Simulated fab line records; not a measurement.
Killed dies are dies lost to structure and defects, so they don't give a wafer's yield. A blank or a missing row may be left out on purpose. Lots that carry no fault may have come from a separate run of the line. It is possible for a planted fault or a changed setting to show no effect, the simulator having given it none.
Which of the tools did it? :: flow berkeley-cmos170 :: Sampling: 14 lots, 42 wafers, 5 of 331 route steps

== WHAT THE GAUGES SHOWED, per wafer ==
UCB170_NLDD_CD_MEAS_06 targets a cd of 1200 nm.
lot: L363
measured: day 7 14:45
on: cd-sem-02
cd-nm (nm): 1201.2 1201.4 1200.0

lot: L364
measured: day 7 14:37
on: cd-sem-01
cd-nm (nm): 1200.0 1200.7 1201.1

lot: L366
measured: day 8 00:27
on: cd-sem-01
cd-nm (nm): 1202.8 1200.7 1200.3

lot: L365
measured: day 7 23:44
on: cd-sem-02
cd-nm (nm): 1198.1 1199.5 1200.3

lot: L368
measured: day 8 08:19
on: cd-sem-02
cd-nm (nm): 1197.7 1197.3 1197.3

lot: L370
measured: day 9 09:19
on: cd-sem-02
cd-nm (nm): 1200.9 1199.5 1200.2

lot: L377
measured: day 10 13:08
on: cd-sem-02
cd-nm (nm): 1198.3 1198.9 1199.4

lot: L375
measured: day 10 12:16
on: cd-sem-01
cd-nm (nm): 1201.0 1199.7 1200.7

lot: L379
measured: day 11 02:54
on: cd-sem-01
cd-nm (nm): 1197.0 1198.0 1198.3

lot: L380
measured: day 11 02:04
on: cd-sem-01
cd-nm (nm): 1199.1 1199.4 1200.4

lot: L381
measured: day 11 07:49
on: cd-sem-02
cd-nm (nm): 1199.9 1200.6 1201.0

lot: L382
measured: day 12 03:21
on: cd-sem-01
cd-nm (nm): 1197.2 1198.6 1196.8

lot: L384
measured: day 12 15:23
on: cd-sem-01
cd-nm (nm): 1199.0 1199.0 1199.7

lot: L386
measured: day 12 21:53
on: cd-sem-01
cd-nm (nm): 1200.5 1199.9 1199.5

UCB170_NLDD_TW_MEAS_11.
lot: L363
measured: day 7 15:18
on: film-metro-01
NLDD_TW: 2173 2166 2177

lot: L364
measured: day 7 15:10
on: film-metro-04
NLDD_TW: 2234 2235 2228

lot: L366
measured: day 8 01:01
on: film-metro-04
NLDD_TW: 2217 2198 2196

lot: L365
measured: day 8 00:17
on: film-metro-01
NLDD_TW: 2191 2185 2200

lot: L368
measured: day 8 08:52
on: film-metro-02
NLDD_TW: 2202 2205 2204

lot: L370
measured: day 9 09:51
on: film-metro-02
NLDD_TW: 2089 2082 2084

lot: L377
measured: day 10 13:41
on: film-metro-01
NLDD_TW: 2188 2189 2192

lot: L375
measured: day 10 12:49
on: film-metro-04
NLDD_TW: 2114 2104 2124

lot: L379
measured: day 11 03:26
on: film-metro-02
NLDD_TW: 2211 2192 2195

lot: L380
measured: day 11 02:37
on: film-metro-01
NLDD_TW: 2184 2196 2203

lot: L381
measured: day 11 08:22
on: film-metro-01
NLDD_TW: 2190 2195 2186

lot: L382
measured: day 12 03:53
on: film-metro-01
NLDD_TW: 2171 2180 2191

lot: L384
measured: day 12 15:55
on: film-metro-02
NLDD_TW: 2203 2201 2217

lot: L386
measured: day 12 22:26
on: film-metro-04
NLDD_TW: 2230 2226 2223

== WHICH TOOL RAN EACH LOT (tool, then ch and the chambers of the sampled wafers, then the start) ==
lot: L363
UCB170_ACTIVE_STRIP_16: plasma-asher-04 ch 0,1, day 5 00:32
UCB170_GATE_SOFTBAKE_08: litho-track-03 ch 0, day 7 14:45 or earlier
UCB170_NLDD_IMPLANT_09: implanter-01 ch 0, day 7 15:04

lot: L364
UCB170_ACTIVE_STRIP_16: plasma-asher-04 ch 0,1, day 5 01:15
UCB170_GATE_SOFTBAKE_08: litho-track-04 ch 0, day 7 14:37 or earlier
UCB170_NLDD_IMPLANT_09: implanter-03 ch 0, day 7 14:56

lot: L366
UCB170_ACTIVE_STRIP_16: plasma-asher-04 ch 0, day 5 07:23
UCB170_GATE_SOFTBAKE_08: litho-track-04 ch 0, day 8 00:27 or earlier
UCB170_NLDD_IMPLANT_09: implanter-01 ch 0, day 8 00:46

lot: L365
UCB170_ACTIVE_STRIP_16: plasma-asher-01 ch 0,1, day 5 07:35
UCB170_GATE_SOFTBAKE_08: litho-track-02 ch 0, day 7 23:44 or earlier
UCB170_NLDD_IMPLANT_09: implanter-02 ch 0, day 8 00:02

lot: L368
UCB170_ACTIVE_STRIP_16: plasma-asher-01 ch 0,1, day 5 15:26
UCB170_GATE_SOFTBAKE_08: litho-track-04 ch 0, day 8 08:19 or earlier
UCB170_NLDD_IMPLANT_09: implanter-03 ch 0, day 8 08:37

lot: L370
UCB170_ACTIVE_STRIP_16: plasma-asher-04 ch 0,1, day 6 21:19
UCB170_GATE_SOFTBAKE_08: litho-track-04 ch 0, day 9 09:19 or earlier
UCB170_NLDD_IMPLANT_09: implanter-03 ch 0, day 9 09:38

lot: L377
UCB170_ACTIVE_STRIP_16: plasma-asher-03 ch 0,1, day 7 22:12
UCB170_GATE_SOFTBAKE_08: litho-track-02 ch 0, day 10 13:08 or earlier
UCB170_NLDD_IMPLANT_09: implanter-02 ch 0, day 10 13:26

lot: L375
UCB170_ACTIVE_STRIP_16: plasma-asher-01 ch 0,1, day 7 22:50
UCB170_GATE_SOFTBAKE_08: litho-track-03 ch 0, day 10 12:16 or earlier
UCB170_NLDD_IMPLANT_09: implanter-03 ch 0, day 10 12:34

lot: L379
UCB170_ACTIVE_STRIP_16: plasma-asher-01 ch 0,1, day 8 06:05
UCB170_GATE_SOFTBAKE_08: litho-track-04 ch 0, day 11 02:54 or earlier
UCB170_NLDD_IMPLANT_09: implanter-02 ch 0, day 11 03:13

lot: L380
UCB170_ACTIVE_STRIP_16: plasma-asher-01 ch 0,1, day 8 06:18
UCB170_GATE_SOFTBAKE_08: litho-track-03 ch 0, day 11 02:04 or earlier
UCB170_NLDD_IMPLANT_09: implanter-01 ch 0, day 11 02:23

lot: L381
UCB170_ACTIVE_STRIP_16: plasma-asher-03 ch 0, day 8 14:31
UCB170_GATE_SOFTBAKE_08: litho-track-03 ch 0, day 11 07:49 or earlier
UCB170_NLDD_IMPLANT_09: implanter-01 ch 0, day 11 08:07

lot: L382
UCB170_ACTIVE_STRIP_16: plasma-asher-01 ch 0,1, day 9 04:09
UCB170_GATE_SOFTBAKE_08: litho-track-02 ch 0, day 12 03:21 or earlier
UCB170_NLDD_IMPLANT_09: implanter-01 ch 0, day 12 03:40

lot: L384
UCB170_ACTIVE_STRIP_16: plasma-asher-01 ch 0,1, day 9 12:46
UCB170_GATE_SOFTBAKE_08: litho-track-04 ch 0, day 12 15:23 or earlier
UCB170_NLDD_IMPLANT_09: implanter-02 ch 0, day 12 15:42

lot: L386
UCB170_ACTIVE_STRIP_16: plasma-asher-03 ch 0, day 9 22:47
UCB170_GATE_SOFTBAKE_08: litho-track-04 ch 0, day 12 21:53 or earlier
UCB170_NLDD_IMPLANT_09: implanter-01 ch 0, day 12 22:11
- UCB170_ACTIVE_STRIP_16: strips in O2.
- UCB170_GATE_SOFTBAKE_08: time 60.83 s.
- UCB170_NLDD_IMPLANT_09

== AS READ BY THE TOOLS THEMSELVES (means over the sampled wafers that have a number; for cases with no such wafer, the mark the record gives instead) ==
UCB170_ACTIVE_STRIP_16.
lot: L363
tool: plasma-asher-04
drypump-motor-current-A (A): 5.8
oes-product-au (a.u.): 0.724
strip-time-to-endpoint-s (s): 17.84

lot: L364
tool: plasma-asher-04
drypump-motor-current-A (A): 5.6
oes-product-au (a.u.): 0.719
strip-time-to-endpoint-s (s): 17.83

lot: L366
tool: plasma-asher-04
drypump-motor-current-A (A): 5.5
oes-product-au (a.u.): 0.719
strip-time-to-endpoint-s (s): 18.03

lot: L365
tool: plasma-asher-01
drypump-motor-current-A (A): 5.6
oes-product-au (a.u.): 0.724
strip-time-to-endpoint-s (s): 17.89

lot: L368
tool: plasma-asher-01
drypump-motor-current-A (A): 5.9
oes-product-au (a.u.): 0.719
strip-time-to-endpoint-s (s): 18.06

lot: L370
tool: plasma-asher-04
drypump-motor-current-A (A): 5.6
oes-product-au (a.u.): 0.721
strip-time-to-endpoint-s (s): 17.93

lot: L377
tool: plasma-asher-03
drypump-motor-current-A (A): 5.3
oes-product-au (a.u.): 0.720
strip-time-to-endpoint-s (s): 17.93

lot: L375
tool: plasma-asher-01
drypump-motor-current-A (A): 5.6
oes-product-au (a.u.): 0.720
strip-time-to-endpoint-s (s): 17.88

lot: L379
tool: plasma-asher-01
drypump-motor-current-A (A): 5.6
oes-product-au (a.u.): 0.722
strip-time-to-endpoint-s (s): 17.86

lot: L380
tool: plasma-asher-01
drypump-motor-current-A (A): 5.9
oes-product-au (a.u.): 0.721
strip-time-to-endpoint-s (s): 18.08

lot: L381
tool: plasma-asher-03
drypump-motor-current-A (A): 5.2
oes-product-au (a.u.): 0.717
strip-time-to-endpoint-s (s): 17.87

lot: L382
tool: plasma-asher-01
drypump-motor-current-A (A): 5.9
oes-product-au (a.u.): 0.719
strip-time-to-endpoint-s (s): 17.94

lot: L384
tool: plasma-asher-01
drypump-motor-current-A (A): 5.6
oes-product-au (a.u.): 0.719
strip-time-to-endpoint-s (s): 17.93

lot: L386
tool: plasma-asher-03
drypump-motor-current-A (A): 5.2
oes-product-au (a.u.): 0.726
strip-time-to-endpoint-s (s): 18.04

UCB170_GATE_SOFTBAKE_08.
lot: L363
tool: litho-track-03
plate-sensor-t-centre-C (C): 131.40
plate-sensor-t-edge-C (C): 131.53

lot: L364
tool: litho-track-04
plate-sensor-t-centre-C (C): 131.40
plate-sensor-t-edge-C (C): 131.52

lot: L366
tool: litho-track-04
plate-sensor-t-centre-C (C): 131.41
plate-sensor-t-edge-C (C): 131.54

lot: L365
tool: litho-track-02
plate-sensor-t-centre-C (C): 131.41
plate-sensor-t-edge-C (C): 131.54

lot: L368
tool: litho-track-04
plate-sensor-t-centre-C (C): 131.40
plate-sensor-t-edge-C (C): 131.53

lot: L370
tool: litho-track-04
plate-sensor-t-centre-C (C): 131.41
plate-sensor-t-edge-C (C): 131.53

lot: L377
tool: litho-track-02
plate-sensor-t-centre-C (C): 131.41
plate-sensor-t-edge-C (C): 131.53

lot: L375
tool: litho-track-03
plate-sensor-t-centre-C (C): 131.41
plate-sensor-t-edge-C (C): 131.53

lot: L379
tool: litho-track-04
plate-sensor-t-centre-C (C): 131.41
plate-sensor-t-edge-C (C): 131.53

lot: L380
tool: litho-track-03
plate-sensor-t-centre-C (C): 131.41
plate-sensor-t-edge-C (C): 131.54

lot: L381
tool: litho-track-03
plate-sensor-t-centre-C (C): 131.40
plate-sensor-t-edge-C (C): 131.53

lot: L382
tool: litho-track-02
plate-sensor-t-centre-C (C): 131.41
plate-sensor-t-edge-C (C): 131.52

lot: L384
tool: litho-track-04
plate-sensor-t-centre-C (C): 131.40
plate-sensor-t-edge-C (C): 131.53

lot: L386
tool: litho-track-04
plate-sensor-t-centre-C (C): 131.41
plate-sensor-t-edge-C (C): 131.54

UCB170_NLDD_IMPLANT_09.
lot: L363
tool: implanter-01
beam-energy-keV: 29.999
rotation-deg (degrees): 180.03

lot: L364
tool: implanter-03
beam-energy-keV: 29.993
rotation-deg (degrees): 180.04

lot: L366
tool: implanter-01
beam-energy-keV: 29.993
rotation-deg (degrees): 179.97

lot: L365
tool: implanter-02
beam-energy-keV: 29.999
rotation-deg (degrees): 180.03

lot: L368
tool: implanter-03
beam-energy-keV: 29.995
rotation-deg (degrees): 179.99

lot: L370
tool: implanter-03
beam-energy-keV: 19.502
rotation-deg (degrees): 180.02

lot: L377
tool: implanter-02
beam-energy-keV: 29.991
rotation-deg (degrees): 179.99

lot: L375
tool: implanter-03
beam-energy-keV: 19.506
rotation-deg (degrees): 180.01

lot: L379
tool: implanter-02
beam-energy-keV: 30.002
rotation-deg (degrees): 180.01

lot: L380
tool: implanter-01
beam-energy-keV: 29.986
rotation-deg (degrees): 180.04

lot: L381
tool: implanter-01
beam-energy-keV: 29.984
rotation-deg (degrees): 180.02

lot: L382
tool: implanter-01
beam-energy-keV: 30.005
rotation-deg (degrees): 179.98

lot: L384
tool: implanter-02
beam-energy-keV: 30.001
rotation-deg (degrees): 180.03

lot: L386
tool: implanter-01
beam-energy-keV: 30.004
rotation-deg (degrees): 180.04

== THE ANSWER, worked out from the rows above alone ==
Rule: what is usual is taken from the lots themselves. The widest of any qualifying gaps counts: lots, ordered by their means at a reading, are off when they make up no more than a third of the lots, leave a main group of 4 or more, and stand apart from it by 3 or more times the standard deviation of that group's means. Not used: any main group whose means are identical at the precision the tables above print for the reading. A lot without any number at a reading at which 4 lots or more have one is off too. Any other lot the step has rows for is counted as sound. Order of review: gauges by route order, followed by the tools' own readings, for which a lot's mean as printed above is used. At the first step where some lot is off, the reading lying furthest off is the one used; lots without a number count as furthest.
Off: at UCB170_NLDD_TW_MEAS_11 (NLDD_TW), L370, L375. For the main group the mean is 2199 and the standard deviation 16.
If a tool, at a process step before that reading, ran all the lots that are off and no sound lot after the first of them, it fits. The gauges at UCB170_NLDD_TW_MEAS_11 aren't tried: what is off there is off at UCB170_NLDD_IMPLANT_09 too, on other tools, and a gauge's error can't cause that. UCB170_GATE_SOFTBAKE_08 gives no start for some lots, so the hours and the order of its lots are those of UCB170_NLDD_CD_MEAS_06. One fits: implanter-03 at UCB170_NLDD_IMPLANT_09. A fault onset in the window from L368 (day 8 08:37, its last sound lot) to L370 (day 9 09:38, its first lot off) fits.
The tool's own readings at UCB170_NLDD_IMPLANT_09 bear it out: on the lots that are off they differ by more than 5 times the standard deviation of the sound lots' means. beam-energy-keV reads 19.504 there against 29.996 on the sound lots.

== WHAT THE SIMULATOR HAD PUT IN ==
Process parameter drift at UCB170_NLDD_IMPLANT_09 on implanter-03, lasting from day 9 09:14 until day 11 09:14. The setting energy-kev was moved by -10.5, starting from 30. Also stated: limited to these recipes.
Struck lots among those shown: L370, L375. The rule above reached the same finding.
